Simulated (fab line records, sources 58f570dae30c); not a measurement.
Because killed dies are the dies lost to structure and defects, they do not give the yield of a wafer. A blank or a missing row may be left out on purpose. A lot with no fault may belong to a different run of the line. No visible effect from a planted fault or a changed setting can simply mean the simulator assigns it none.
fab line records	flow berkeley-cmos170
record lots=14	wafers=42	last-day=13
route steps=331 shown NWELL@19 ACTIVE@76 M1@252
lots untouched by any fault: they come from a run of this same line in which no faults occurred
start-h: hours from the record's first day to the start of the lot's first wafer shown	wait-h: hours elapsed since this lot's preceding step	" as in the row above	L1.1+2: a single row standing in for several wafers	- value missing, or start not given	* or withheld: withheld	< > ~ a bound
route shown NAME@n: names a module that has steps shown in the file, with the first one's number in the route	usual: average and standard deviation across the fault-free wafers	same: alike in all rows	chamber/n: place in a boat	sites: per-site readings	_std_site: standard deviation across them	_edge_site: mean of outer sites minus mean of inner sites	radius-mm: how far each site lies from the wafer's centre	mask NAME#n: copy n	behind: the last tool/chamber to shape the wafer	hold: why the lot went on hold/how many hours it stayed there/how the hold came to an end	device: the n, p or np transistor that did not switch	end of line: the route-end tests of the same wafers	a step given without rows: its recipe and nothing more	killed: not the wafer's yield, but the dies lost to structure and defects at the first sort	map: per-die view of a wafer (x killed, . not killed, _ where there is no die)
set.NAME: the setting the step ran with; set.NAME@STEP: the setting that earlier step ran with	model.NAME: the simulator's own value behind a step, which no gauge read
the route's steps for a sample of lots (tables are steps, rows are wafers)
services: from which hour (start-h, from the record's first day; less than 0 if before it) a tool's chamber was out of use, for how many hours, and why
## steps
# step UCB170_NWELL_THK_MEAS_05
# recipe reads=Si3N4_of_NWELL_CVD_04
# usual NWELL_NITRIDE_THK=223.6/2.2
lot.wafer	tool	chamber	start-h	wait-h	NWELL_NITRIDE_THK[nm]
L476.2	film-metro-01	-	36.06	0.0	225.8
L476.3	"	-	"	"	226.1
L476.6	"	-	"	"	225.7
L478.1	film-metro-02	-	44.27	0.0	224.2
L478.2	"	-	"	"	223.8
L478.6	"	-	"	"	220.9
L480.1	film-metro-01	-	59.46	0.0	222.7
L480.2	"	-	"	"	224.1
L480.5	"	-	"	"	225.2
L481.4	film-metro-04	-	59.49	0.0	221.8
L481.5	"	-	"	"	223.5
L481.6	"	-	"	"	220.6
L482.1	film-metro-01	-	66.35	0.0	223.6
L482.2	"	-	"	"	221.8
L482.4	"	-	"	"	224.6
L483.1	film-metro-02	-	74.01	0.0	220.3
L483.5	"	-	"	"	223.2
L483.6	"	-	"	"	221.7
L488.3	film-metro-04	-	97.82	0.0	226.5
L488.4	"	-	"	"	223.6
L488.6	"	-	"	"	225.2
L490.1	film-metro-04	-	103.57	0.0	220.7
L490.4	"	-	"	"	220.7
L490.6	"	-	"	"	220.7
L489.2	film-metro-02	-	103.58	0.0	220.1
L489.3	"	-	"	"	219.9
L489.5	"	-	"	"	219.9
L491.1	film-metro-02	-	117.16	0.0	220.7
L491.2	"	-	"	"	222.1
L491.3	"	-	"	"	221.6
L492.2	film-metro-01	-	117.17	0.0	224.3
L492.4	"	-	"	"	224.7
L492.6	"	-	"	"	223.3
L493.1	film-metro-02	-	127.68	0.0	225.2
L493.2	"	-	"	"	225.4
L493.5	"	-	"	"	225.4
L495.3	film-metro-04	-	139.32	0.0	223.4
L495.4	"	-	"	"	225.0
L495.5	"	-	"	"	223.5
L497.3	film-metro-04	-	141.87	0.0	225.0
L497.4	"	-	"	"	226.3
L497.5	"	-	"	"	224.9
# step UCB170_NWELL_HMDS_06
# recipe prime-time-s=60	prime-temp-c=100
# usual prime-temp-c=99.96/0.14
# same prime-time-s=60
lot.wafer	tool	chamber	start-h	wait-h	prime-temp-c
L476.2	litho-track-02	0	36.35	0.3	99.97
L476.3	"	0	"	"	99.88
L476.6	"	0	"	"	99.97
L478.1	litho-track-02	0	44.33	0.1	100.03
L478.2	"	0	"	"	99.95
L478.6	"	0	"	"	100.00
L481.4	litho-track-04	0	59.61	0.1	99.87
L481.5	"	0	"	"	100.19
L481.6	"	0	"	"	100.01
L480.1	litho-track-02	0	59.66	0.2	99.96
L480.2	"	0	"	"	99.90
L480.5	"	0	"	"	99.68
L482.1	litho-track-02	0	66.93	0.6	100.22
L482.2	"	0	"	"	100.27
L482.4	"	0	"	"	100.04
L483.1	litho-track-04	0	74.43	0.4	100.13
L483.5	"	0	"	"	99.86
L483.6	"	0	"	"	100.17
L488.3	litho-track-01	0	97.91	0.1	99.82
L488.4	"	0	"	"	99.81
L488.6	"	0	"	"	99.71
L489.2	litho-track-01	0	103.65	0.1	101.70
L489.3	"	0	"	"	101.76
L489.5	"	0	"	"	101.36
L490.1	litho-track-04	0	103.67	0.1	99.90
L490.4	"	0	"	"	99.83
L490.6	"	0	"	"	99.82
L491.1	litho-track-01	0	117.22	0.1	101.61
L491.2	"	0	"	"	101.40
L491.3	"	0	"	"	101.56
L492.2	litho-track-02	0	117.25	0.1	100.01
L492.4	"	0	"	"	100.09
L492.6	"	0	"	"	99.85
L493.1	litho-track-02	0	127.95	0.3	100.25
L493.2	"	0	"	"	100.08
L493.5	"	0	"	"	99.97
L495.3	litho-track-02	0	140.76	1.4	100.13
L495.4	"	0	"	"	100.21
L495.5	"	0	"	"	100.20
L497.3	litho-track-04	0	143.38	1.5	99.86
L497.4	"	0	"	"	100.01
L497.5	"	0	"	"	100.01
# step UCB170_ACTIVE_STRIP_16
# recipe chemistry=O2	power-w=400	pressure-mtorr=3500	platen-temp-c=withheld	o2-flow-sccm=400	overash-fraction=0.5
# usual drypump-motor-current-A=5.8/0.38	oes-product-au=0.721/0.005	strip-time-to-endpoint-s=18.07/0.1
lot.wafer	tool	chamber	start-h	wait-h	drypump-motor-current-A	oes-product-au	rf-hours-counter-h	strip-time-to-endpoint-s
L476.2	plasma-asher-01	1	93.90	0.1	6.4	0.721	35	18.18
L476.3	"	0	"	"	5.3	0.722	-	18.14
L476.6	"	1	"	"	6.4	0.712	-	18.24
L478.1	plasma-asher-03	1	100.58	0.1	5.6	0.724	30	18.14
L478.2	"	0	"	"	6.1	0.712	30	18.07
L478.6	"	0	"	"	6.0	0.726	-	18.09
L480.1	plasma-asher-01	0	134.54	0.1	5.3	0.726	2	18.10
L480.2	"	1	"	"	6.4	0.722	2	18.18
L480.5	"	1	"	"	6.4	0.725	-	18.13
L481.4	plasma-asher-03	1	134.69	0.0	5.6	0.728	-	18.18
L481.5	"	0	"	"	6.0	0.724	-	18.01
L481.6	"	1	"	"	5.6	0.716	-	18.22
L483.1	plasma-asher-02	1	134.90	0.1	5.9	0.726	41	17.99
L483.5	"	0	"	"	5.5	0.718	-	17.93
L483.6	"	1	"	"	5.9	0.725	-	18.05
L482.1	plasma-asher-01	1	135.14	0.1	6.4	0.714	2	18.15
L482.2	"	0	"	"	5.3	0.725	2	18.23
L482.4	"	1	"	"	6.4	0.728	-	18.20
L488.3	plasma-asher-03	1	161.28	0.1	5.6	0.723	-	18.07
L488.4	"	0	"	"	6.0	0.720	-	17.92
L488.6	"	1	"	"	5.6	0.724	-	18.11
L489.2	plasma-asher-01	1	161.52	0.1	6.4	0.725	6	18.20
L489.3	"	0	"	"	5.3	0.723	-	18.12
L489.5	"	1	"	"	6.3	0.718	-	18.29
L490.1	plasma-asher-03	1	161.72	0.1	5.6	0.717	39	17.98
L490.4	"	0	"	"	6.0	0.712	-	17.93
L490.6	"	0	"	"	6.0	0.727	-	18.03
L491.1	plasma-asher-03	0	176.92	0.1	6.0	0.726	41	17.96
L491.2	"	1	"	"	5.6	0.721	41	18.00
L491.3	"	0	"	"	6.0	0.717	-	18.04
L492.2	plasma-asher-01	1	177.06	0.1	6.4	0.721	9	18.11
L492.4	"	0	"	"	5.3	0.714	-	18.07
L492.6	"	0	"	"	5.3	0.721	-	18.12
L493.1	plasma-asher-03	0	186.39	0.1	6.1	0.717	42	17.97
L493.2	"	1	"	"	5.6	0.724	42	18.14
L493.5	"	0	"	"	6.0	0.724	-	18.08
L497.3	plasma-asher-02	1	203.78	0.1	5.9	0.726	-	18.03
L497.4	"	0	"	"	5.5	0.728	-	18.10
L497.5	"	1	"	"	5.9	0.726	-	17.92
L495.3	plasma-asher-02	0	204.05	0.1	5.5	0.715	-	18.01
L495.4	"	1	"	"	5.9	0.719	-	18.00
L495.5	"	1	"	"	5.9	0.723	-	18.04
# step UCB170_M1_CD_MEAS_90
# recipe target-cd-nm=700
# usual cd-nm=701.0/2.5
lot.wafer	tool	chamber	start-h	wait-h	cd-nm
L478.1	cd-sem-02	-	180.39	0.1	707.8
L478.2	"	-	"	"	706.7
L478.6	"	-	"	"	707.7
L476.2	cd-sem-01	-	180.90	0.1	704.4
L476.3	"	-	"	"	698.2
L476.6	"	-	"	"	700.0
L483.1	cd-sem-02	-	219.73	0.1	703.1
L483.5	"	-	"	"	703.3
L483.6	"	-	"	"	702.7
L482.1	cd-sem-01	-	219.97	0.1	701.1
L482.2	"	-	"	"	698.3
L482.4	"	-	"	"	697.5
L480.1	cd-sem-02	-	221.47	0.1	700.4
L480.2	"	-	"	"	699.1
L480.5	"	-	"	"	701.9
L481.4	cd-sem-02	-	221.77	0.1	700.5
L481.5	"	-	"	"	703.9
L481.6	"	-	"	"	699.7
L489.2	cd-sem-01	-	258.61	0.1	706.9
L489.3	"	-	"	"	707.9
L489.5	"	-	"	"	705.2
L490.1	cd-sem-01	-	259.23	0.1	699.9
L490.4	"	-	"	"	699.2
L490.6	"	-	"	"	696.2
L488.3	cd-sem-01	-	259.54	0.1	698.5
L488.4	"	-	"	"	700.2
L488.6	"	-	"	"	699.5
L491.1	cd-sem-01	-	268.65	0.1	700.7
L491.2	"	-	"	"	697.6
L491.3	"	-	"	"	700.9
L492.2	cd-sem-01	-	274.07	0.1	699.6
L492.4	"	-	"	"	698.4
L492.6	"	-	"	"	700.2
L493.1	cd-sem-02	-	277.60	0.1	699.6
L493.2	"	-	"	"	699.4
L493.5	"	-	"	"	700.0
L495.3	cd-sem-02	-	287.62	0.1	699.7
L495.4	"	-	"	"	697.9
L495.5	"	-	"	"	697.9
L497.3	cd-sem-01	-	290.67	0.1	698.5
L497.4	"	-	"	"	697.7
L497.5	"	-	"	"	699.2
## services
tool	chamber	start-h	hours	kind
plasma-asher-01	-	108.75	9.0	pm
plasma-asher-01	0	108.75	9.0	vent-cycle
plasma-asher-01	1	108.75	9.0	vent-cycle
plasma-asher-01	0	117.75	-	clean
plasma-asher-01	1	117.75	-	clean
plasma-asher-02	-	120.48	2.7	repair
## key
first-sign step=UCB170_NWELL_HMDS_06	reading=prime-temp-c	direction=up	sigmas=11	usual=*	struck=*
effect none on later readings
met-at UCB170_NWELL_HMDS_06
struck-lots L489,L491
tester-left-out L489,L491
not-acting-at UCB170_NWELL_THK_MEAS_05,UCB170_ACTIVE_STRIP_16,UCB170_M1_CD_MEAS_90
onset-between 97.91 103.65
fault kind=process-parameter-drift	tool=litho-track-01	chamber=-	onset-h=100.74	steps=UCB170_NWELL_HMDS_06	channel=prime-temp-c	offset=*	shape=step	end-h=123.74	acts-in=*	stated=*
# tester-left-out: of these lots the tester's yield and bins aren't shown, on N5 and GAA mostly nor the transistor test; their killed dies are dies lost to structure and defects alone, not to doping, threshold or leakage, so they don't give the yield
